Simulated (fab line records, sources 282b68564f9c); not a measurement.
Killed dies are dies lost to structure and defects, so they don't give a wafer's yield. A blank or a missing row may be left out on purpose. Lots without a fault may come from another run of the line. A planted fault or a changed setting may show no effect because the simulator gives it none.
A struck lot beside a sound one | flow rit_cmos | 15 steps out of a route of 202
Sound: wafers L730.3, L730.4, L730.5. Struck: wafers L748.3, L748.5, L748.6. The cause comes at the end.
At each step with rows: each side's tool, then ch and its chambers, then its first start. Under that, the readings that differ: sound wafers | struck wafers | difference of the means | sigmas: that difference in standard deviations of wafers without a fault.
alike: readings whose means differ by less than 2 such deviations, and words and numbers that are the same on both sides. not compared: withheld readings, readings that some wafer has no value for, bounds like >300 that may hide the same value, and numbers for which the record gives no deviation and whose values overlap.
The two part at a step that has a row with sigmas, a row that says differs or no value, or rows on one side only. Numbers that don't overlap but have no deviation are shown without sigmas and don't part them. A reading that every wafer of one side lacks parts them only if that side has two wafers or more.

RIT_NRETRO_OVL_MEAS_06:
  sound on overlay-01, day 2 13:16; struck on overlay-02, day 6 08:04
  alike: NRETRO_OVL
then, 2 steps without rows for these wafers: RIT_NRETRO_HARDBAKE_07 (time 120 s); RIT_NRETRO_IMPLANT_08.
RIT_NRETRO_STRIP_09: strips in O2, time 180 s.
  sound on plasma_asher-01 ch 0,1, day 2 13:45; struck on plasma_asher-01 ch 0,1, day 6 08:33
  alike: drypump_motor_current_A
  not compared: rf_hours_counter_h
RIT_NRETRO_TW_MEAS_10:
  sound on film_metro-02, day 2 13:53; struck on film_metro-03, day 6 08:41
  alike: NRETRO_TW
then, 6 steps without rows for these wafers: RIT_PRETRO_HMDS_00 (prime time 60 s); RIT_PRETRO_COAT_01 (resist thk 1300 nm); RIT_PRETRO_SOFTBAKE_02 (time 60 s); RIT_PRETRO_EXPOSE_03 (exposes mask M5, target cd 43700 nm); RIT_PRETRO_PEB_04; RIT_PRETRO_DEVELOP_05 (develop time 68 s).
RIT_PRETRO_OVL_MEAS_06:
  sound on overlay-01, day 2 14:56; struck on overlay-01, day 6 09:44
  alike: PRETRO_OVL
RIT_PRETRO_HARDBAKE_07: time 120 s.
  sound on litho_track-01 ch 0, day 2 15:02; struck on litho_track-03 ch 0, day 6 09:51
  reading                  | sound                | struck               | difference | sigmas
  heater_power_total_W (W) | 51.95 52.04 52.02    | 53.87 53.82 53.71    | +1.80      | +28
  plate_temp_C (C)         | 140.02 140.02 140.16 | 143.75 143.73 143.70 | +3.66      | +30
then, 1 step without rows for these wafers: RIT_PRETRO_IMPLANT_08.
RIT_M1_PROBE_99:
  sound on prober-02, day 3 22:58; struck on prober-01, day 7 13:01
  alike: killed_at_M0_to_M3, killed_at_contacts, killed_at_front_end, killed_dies, killed_on_rim, killed_open, killed_short

WHERE THEY PART
Only at RIT_PRETRO_HARDBAKE_07, within this record. Later steps at which nothing parts them and some readings are alike: RIT_M1_PROBE_99.

WHY: what the simulator had put in
Process parameter drift: litho_track-03, from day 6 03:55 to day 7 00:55, at RIT_PRETRO_HARDBAKE_07. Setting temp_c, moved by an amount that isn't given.
